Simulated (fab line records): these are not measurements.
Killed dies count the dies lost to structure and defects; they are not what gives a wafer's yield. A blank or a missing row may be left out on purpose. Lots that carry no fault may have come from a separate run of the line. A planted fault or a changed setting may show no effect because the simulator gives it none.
fab line records	flow rit-cmos
record: lots: 14	wafers: 42	last-day: 8
route steps=202 shown ACTIVE@1 GATE@92 SILICIDE@167 CONTACT@168 M1@202
lots with no fault: from the same line, run without faults
start-h: start of the lot's first displayed wafer, in hours after the record's first day	wait-h: hours from the lot's prior step to this one	" unchanged from the row above	L1.1+2: several wafers, shown together as one row	- value missing, or start not given	* or withheld: withheld	< > ~ a bound
route shown NAME@n: NAME is a module with steps in the file, n the number in the route of the first one	usual: the fault-free wafers' mean and standard deviation	same: alike in all rows	chamber/n: place in a boat	sites: per-site readings	_std_site: the values' standard deviation	_edge_site: outer sites' mean less inner sites'	radius-mm: how far each site lies from the wafer's centre	mask NAME#n: copy n	behind: tool/chamber where the wafer was last shaped	hold: why the lot went on hold/how many hours it stayed there/how the hold came to an end	device: transistor that didn't switch, given as n, p or np	end of line: tests of these same wafers at the route's end	step lacking rows: just its recipe	killed: the dies lost at the first sort to structure and to defects; this is not the yield of the wafer	map: the dies of a wafer, with x for killed, . for not killed, _ for no die there
set.NAME: the setting as run; set.NAME@STEP: as run at that earlier step	model.NAME: the simulator's own value behind a step, which no gauge read
a sample of lots followed through the steps of the route, with each step as a table and each wafer as a row
services: the hour from which a tool's chamber was out of use, counted from the record's first day as start-h (under 0 if before that day), plus the number of hours and why
== steps ==
step: RIT_ACTIVE_BOW_MEAS_00
recipe: mode: bow
usual: INCOMING_BOW: 0/6
lot.wafer	tool	chamber	start-h	wait-h	INCOMING_BOW[um]
L459.3	film-metro-02	-	15.04	-	-2
L459.4	"	-	"	"	22
L459.6	"	-	"	"	2
L460.1	film-metro-01	-	20.00	-	3
L460.3	"	-	"	"	3
L460.6	"	-	"	"	-2
L461.2	film-metro-01	-	25.02	-	-4
L461.4	"	-	"	"	-9
L461.6	"	-	"	"	3
L463.1	film-metro-01	-	35.00	-	-1
L463.5	"	-	"	"	1
L463.6	"	-	"	"	0
L465.1	film-metro-02	-	45.00	-	3
L465.3	"	-	"	"	6
L465.4	"	-	"	"	3
L466.2	film-metro-03	-	50.02	-	-12
L466.4	"	-	"	"	-5
L466.6	"	-	"	"	8
L468.3	film-metro-02	-	60.04	-	5
L468.4	"	-	"	"	1
L468.6	"	-	"	"	7
L469.2	film-metro-02	-	65.02	-	-1
L469.4	"	-	"	"	-4
L469.6	"	-	"	"	-2
L470.1	film-metro-02	-	70.00	-	9
L470.2	"	-	"	"	-12
L470.3	"	-	"	"	2
L471.1	film-metro-02	-	75.00	-	-6
L471.2	"	-	"	"	0
L471.6	"	-	"	"	9
L472.1	film-metro-02	-	80.00	-	-13
L472.2	"	-	"	"	0
L472.4	"	-	"	"	2
L474.1	film-metro-01	-	90.00	-	1
L474.3	"	-	"	"	-8
L474.6	"	-	"	"	-3
L477.2	film-metro-02	-	105.02	-	0
L477.3	"	-	"	"	-1
L477.4	"	-	"	"	-1
L479.3	film-metro-03	-	115.04	-	3
L479.4	"	-	"	"	-7
L479.5	"	-	"	"	1
step: RIT_GATE_CD_MEAS_16
recipe: target-cd-nm: 150
usual: cd-nm: 149.1/2.2
lot.wafer	tool	chamber	start-h	wait-h	cd-nm
L459.3	cd-sem-01	-	48.31	-	149.8
L459.4	"	-	"	"	151.2
L459.6	"	-	"	"	150.4
L460.1	cd-sem-01	-	50.27	-	148.5
L460.3	"	-	"	"	144.7
L460.6	"	-	"	"	149.3
L461.2	cd-sem-01	-	54.41	-	149.4
L461.4	"	-	"	"	150.2
L461.6	"	-	"	"	150.9
L463.1	cd-sem-01	-	66.55	-	152.5
L463.5	"	-	"	"	148.6
L463.6	"	-	"	"	152.2
L465.1	cd-sem-01	-	73.77	-	146.1
L465.3	"	-	"	"	149.0
L465.4	"	-	"	"	147.0
L466.2	cd-sem-02	-	80.33	-	145.5
L466.4	"	-	"	"	144.6
L466.6	"	-	"	"	142.5
L468.3	cd-sem-01	-	90.78	-	147.9
L468.4	"	-	"	"	147.7
L468.6	"	-	"	"	147.4
L469.2	cd-sem-02	-	95.99	-	149.9
L469.4	"	-	"	"	147.8
L469.6	"	-	"	"	148.2
L470.1	cd-sem-01	-	107.78	-	148.2
L470.2	"	-	"	"	147.0
L470.3	"	-	"	"	148.6
L471.1	cd-sem-02	-	112.48	-	150.5
L471.2	"	-	"	"	149.4
L471.6	"	-	"	"	147.6
L472.1	cd-sem-02	-	112.72	-	150.9
L472.2	"	-	"	"	151.1
L472.4	"	-	"	"	151.0
L474.1	cd-sem-02	-	140.40	-	151.5
L474.3	"	-	"	"	150.6
L474.6	"	-	"	"	151.5
L477.2	cd-sem-01	-	157.92	-	149.7
L477.3	"	-	"	"	151.0
L477.4	"	-	"	"	152.2
L479.3	cd-sem-02	-	161.30	-	152.0
L479.4	"	-	"	"	152.5
L479.5	"	-	"	"	154.1
step: RIT_SILICIDE_RTA_06
recipe: temp-c: 750	time-s: 10	idle-temp-c: 25	ramp-up-s: 5	ramp-down-s: 10	cool-to-c: 25	ambient: N2
usual: wafer_temp_C_max: 754.0/0.81
lot.wafer	tool	chamber	start-h	wait-h	wafer_temp_C_max
L459.3	rtp-anneal-01	0	62.42	0.0	752.9
L459.4	"	0	"	"	754.5
L459.6	"	0	"	"	754.1
L460.1	rtp-anneal-02	0	64.98	0.0	754.9
L460.3	"	0	"	"	755.0
L460.6	"	0	"	"	754.5
L461.2	rtp-anneal-01	0	68.56	0.0	752.5
L461.4	"	0	"	"	753.4
L461.6	"	0	"	"	753.6
L463.1	rtp-anneal-01	0	85.26	0.0	753.7
L463.5	"	0	"	"	753.5
L463.6	"	0	"	"	753.9
L465.1	rtp-anneal-01	0	90.41	0.0	753.8
L465.3	"	0	"	"	755.7
L465.4	"	0	"	"	753.2
L466.2	rtp-anneal-02	0	97.81	0.0	755.5
L466.4	"	0	"	"	755.2
L466.6	"	0	"	"	753.6
L468.3	rtp-anneal-02	0	105.04	0.0	753.7
L468.4	"	0	"	"	753.1
L468.6	"	0	"	"	754.4
L469.2	rtp-anneal-01	0	112.85	0.0	753.8
L469.4	"	0	"	"	753.9
L469.6	"	0	"	"	754.9
L470.1	rtp-anneal-02	0	122.16	0.0	753.3
L470.2	"	0	"	"	754.2
L470.3	"	0	"	"	754.0
L471.1	rtp-anneal-02	0	129.58	0.0	754.5
L471.2	"	0	"	"	754.1
L471.6	"	0	"	"	753.3
L472.1	rtp-anneal-02	0	130.23	0.0	754.3
L472.2	"	0	"	"	754.7
L472.4	"	0	"	"	754.5
L474.1	rtp-anneal-02	0	158.75	0.0	753.6
L474.3	"	0	"	"	753.1
L474.6	"	0	"	"	754.7
L477.2	rtp-anneal-02	0	173.36	0.0	754.0
L477.3	"	0	"	"	756.0
L477.4	"	0	"	"	753.5
L479.3	rtp-anneal-01	0	177.59	0.0	754.0
L479.4	"	0	"	"	755.3
L479.5	"	0	"	"	754.1
step: RIT_CONTACT_CVD_00
recipe: material: SiO2	target-thk-nm: 400	precursor: TEOS	temp-c: 390	time-s: 61	rf-w: 400
usual: heater-power-w: 303/49	run-length-s: 89.1/0.58
lot.wafer	tool	chamber	start-h	wait-h	heater-power-w	run-length-s
L459.3	pecvd-03	2	62.46	0.0	248	89.6
L459.4	"	0	"	"	198	88.7
L459.6	"	2	"	"	268	90.2
L460.1	pecvd-04	0	65.05	0.1	378	89.0
L460.3	"	2	"	"	313	90.0
L460.6	"	2	"	"	314	89.7
L461.2	pecvd-02	0	68.62	0.0	283	88.2
L461.4	"	2	"	"	395	89.3
L461.6	"	0	"	"	305	89.1
L463.1	pecvd-04	2	85.32	0.1	320	89.0
L463.5	"	1	"	"	249	88.5
L463.6	"	2	"	"	346	89.1
L465.1	pecvd-03	0	90.48	0.1	262	89.3
L465.3	"	0	"	"	189	88.4
L465.4	"	2	"	"	308	89.9
L466.2	pecvd-04	0	97.86	0.0	331	89.4
L466.4	"	1	"	"	258	88.6
L466.6	"	2	"	"	264	89.2
L468.3	pecvd-03	1	105.09	0.0	332	89.1
L468.4	"	2	"	"	298	89.5
L468.6	"	1	"	"	334	88.7
L469.2	pecvd-04	0	112.91	0.0	398	89.5
L469.4	"	1	"	"	272	88.4
L469.6	"	0	"	"	292	89.0
L470.1	pecvd-02	1	122.23	0.1	249	89.2
L470.2	"	2	"	"	388	89.2
L470.3	"	0	"	"	297	87.9
L471.1	pecvd-04	0	129.65	0.1	309	89.0
L471.2	"	2	"	"	305	88.9
L471.6	"	0	"	"	329	89.0
L472.1	pecvd-02	1	130.29	0.1	266	89.5
L472.2	"	0	"	"	320	88.7
L472.4	"	1	"	"	276	89.8
L474.1	pecvd-04	2	158.82	0.1	312	91.3
L474.3	"	0	"	"	300	91.3
L474.6	"	2	"	"	330	91.6
L477.2	pecvd-04	0	173.42	0.0	370	91.3
L477.3	"	2	"	"	347	91.5
L477.4	"	2	"	"	354	91.2
L479.3	pecvd-03	1	177.63	0.0	331	88.9
L479.4	"	0	"	"	248	88.8
L479.5	"	1	"	"	327	89.0
step: RIT_CONTACT_THK_MEAS_01
recipe: reads: SiO2_of_CONTACT_CVD_00
usual: CONTACT_TEOS_THK: 399/5.9
lot.wafer	tool	chamber	start-h	wait-h	CONTACT_TEOS_THK[nm]
L459.3	film-metro-02	-	62.53	0.0	391
L459.4	"	-	"	"	403
L459.6	"	-	"	"	396
L460.1	film-metro-03	-	65.10	0.0	406
L460.3	"	-	"	"	394
L460.6	"	-	"	"	402
L461.2	film-metro-03	-	68.68	0.0	390
L461.4	"	-	"	"	395
L461.6	"	-	"	"	396
L463.1	film-metro-03	-	85.37	0.0	395
L463.5	"	-	"	"	406
L463.6	"	-	"	"	398
L465.1	film-metro-04	-	90.55	0.1	402
L465.3	"	-	"	"	405
L465.4	"	-	"	"	398
L466.2	film-metro-03	-	97.92	0.0	402
L466.4	"	-	"	"	408
L466.6	"	-	"	"	402
L468.3	film-metro-04	-	105.16	0.0	390
L468.4	"	-	"	"	404
L468.6	"	-	"	"	396
L469.2	film-metro-02	-	112.97	0.0	399
L469.4	"	-	"	"	399
L469.6	"	-	"	"	412
L470.1	film-metro-02	-	122.28	0.0	399
L470.2	"	-	"	"	400
L470.3	"	-	"	"	391
L471.1	film-metro-02	-	129.70	0.0	398
L471.2	"	-	"	"	395
L471.6	"	-	"	"	408
L472.1	film-metro-04	-	130.34	0.0	401
L472.2	"	-	"	"	392
L472.4	"	-	"	"	408
L474.1	film-metro-03	-	158.87	0.0	417
L474.3	"	-	"	"	426
L474.6	"	-	"	"	422
L477.2	film-metro-03	-	173.48	0.0	421
L477.3	"	-	"	"	416
L477.4	"	-	"	"	413
L479.3	film-metro-04	-	177.70	0.0	394
L479.4	"	-	"	"	405
L479.5	"	-	"	"	399
step: RIT_M1_PROBE_99
usual: killed_at_M0_to_M3: 0.0/0.14	killed-at-contacts: 0.1/0.3	killed-at-front-end: 7/3.1	killed-dies: 7/3.1	killed-open: 3.8/2.3	killed-short: 3.2/1.9
same: gross-dies: 264	killed_at_M4_up: 0	killed-at-back-side: 0	killed-at-other: 0
lot.wafer	tool	chamber	start-h	wait-h	killed_at_M0_to_M3	killed-at-contacts	killed-at-front-end	killed-dies	killed-open	killed-short
L469.2	prober-02	-	119.51	0.1	0	0	4	4	3	1
L469.4	prober-02	-	119.61	0.2	0	0	12	12	6	6
L469.6	prober-02	-	119.71	0.2	0	0	11	11	8	3
L470.1	prober-01	-	128.48	0.1	0	0	7	7	1	6
L470.2	prober-01	-	128.53	0.1	0	0	6	6	4	2
L470.3	prober-01	-	128.58	0.2	0	0	6	6	3	1
L471.1	prober-02	-	135.90	0.1	0	0	10	10	5	5
L471.2	prober-02	-	135.95	0.1	0	0	6	6	6	0
L471.6	prober-02	-	136.15	0.2	0	0	17	17	14	3
L474.1	prober-02	-	165.62	0.1	0	0	4	4	0	4
L474.3	prober-02	-	165.72	0.2	0	0	6	6	5	1
L474.6	prober-02	-	165.87	0.2	0	0	10	10	5	5
L477.2	prober-01	-	181.94	0.1	0	0	8	8	4	4
L477.3	prober-01	-	181.99	0.2	0	0	6	6	5	1
L477.4	prober-01	-	182.04	0.2	0	0	13	13	8	5
killed by level:class
L469.2 REOX:geometric-particle:open=3 SPACER:geometric-particle:short=1
L469.4 GATE:geometric-particle:short=4 GATE:geometric-particle:open=3 SILICIDE:geometric-particle:open=2 FOX1:geometric-particle:short=1 REOX:geometric-particle:short=1 REOX:geometric-particle:open=1
L469.6 GATE:geometric-particle:open=5 GATE:geometric-particle:short=2 FOX2:geometric-particle:short=1 FOX2:geometric-particle:open=1 SPACER:geometric-particle:open=1 SILICIDE:geometric-particle:open=1
L470.1 GATE:geometric-particle:short=4 FOX1:geometric-particle:short=1 FOX2:geometric-particle:short=1 GATE:geometric-particle:open=1
L470.2 GATE:geometric-particle:open=2 SPACER:geometric-particle:open=2 GATE:geometric-particle:short=1 REOX:geometric-particle:short=1
L470.3 REOX:geometric-particle:open=2 NRETRO:coat-microbubble-printed=2 FOX1:geometric-particle:short=1 GATE:geometric-particle:open=1
L471.1 GATE:geometric-particle:short=2 REOX:geometric-particle:open=2 FOX2:geometric-particle:short=1 GATE:geometric-particle:open=1 SPACER:geometric-particle:short=1 SPACER:geometric-particle:open=1 SILICIDE:geometric-particle:open=1 SILICIDE:geometric-particle:short=1
L471.2 FOX2:geometric-particle:open=2 SPACER:geometric-particle:open=2 GATE:geometric-particle:open=1 SILICIDE:geometric-particle:open=1
L471.6 FOX2:geometric-particle:open=7 FOX1:geometric-particle:open=3 SILICIDE:geometric-particle:open=3 FOX1:geometric-particle:short=2 GATE:geometric-particle:short=1 GATE:geometric-particle:open=1
L474.1 SPACER:geometric-particle:short=2 FOX2:geometric-particle:short=1 GATE:geometric-particle:short=1
L474.3 FOX1:geometric-particle:open=2 GATE:geometric-particle:open=2 FOX2:geometric-particle:open=1 GATE:geometric-particle:short=1
L474.6 GATE:geometric-particle:short=4 GATE:geometric-particle:open=3 FOX2:geometric-particle:short=1 REOX:geometric-particle:open=1 SILICIDE:geometric-particle:open=1
L477.2 GATE:geometric-particle:short=2 REOX:geometric-particle:short=2 SPACER:geometric-particle:open=2 GATE:geometric-particle:open=1 SILICIDE:geometric-particle:open=1
L477.3 SPACER:geometric-particle:open=4 GATE:geometric-particle:open=1 GATE:geometric-particle:short=1
L477.4 REOX:geometric-particle:open=4 FOX1:geometric-particle:short=2 GATE:geometric-particle:open=2 REOX:geometric-particle:short=2 FOX1:geometric-particle:open=1 SPACER:geometric-particle:short=1 SILICIDE:geometric-particle:open=1
== services ==
tool	chamber	start-h	hours	kind
pecvd-04	-	50.36	0.5	repair
pecvd-03	1	88.34	7.1	repair
pecvd-03	-	123.80	14.6	pm
rtp-anneal-01	-	163.65	5.1	pm
== key ==
first-sign: step: RIT_CONTACT_CVD_00	reading: run-length-s	direction: up	sigmas: 3.9	usual: *	struck: *
effect: step: RIT_CONTACT_THK_MEAS_01	reading: CONTACT_TEOS_THK	direction: up	sigmas: 3.3	usual: 399	struck: 419
met-at RIT_CONTACT_CVD_00
struck-lots L474,L477
tester-left-out L474,L477
not-acting-at RIT_ACTIVE_BOW_MEAS_00,RIT_GATE_CD_MEAS_16,RIT_SILICIDE_RTA_06
onset-between 129.65 158.82
fault: kind: process-parameter-drift	tool: pecvd-04	chamber: -	onset-h: 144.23	steps: RIT_CONTACT_CVD_00	channel: time-s	offset: *	shape: step	end-h: 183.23	stated: *
tester-left-out: of these lots the tester's yield and bins aren't shown, on N5 and GAA mostly nor the transistor test; their killed dies are dies lost to structure and defects alone, not to doping, threshold or leakage, so they don't give the yield
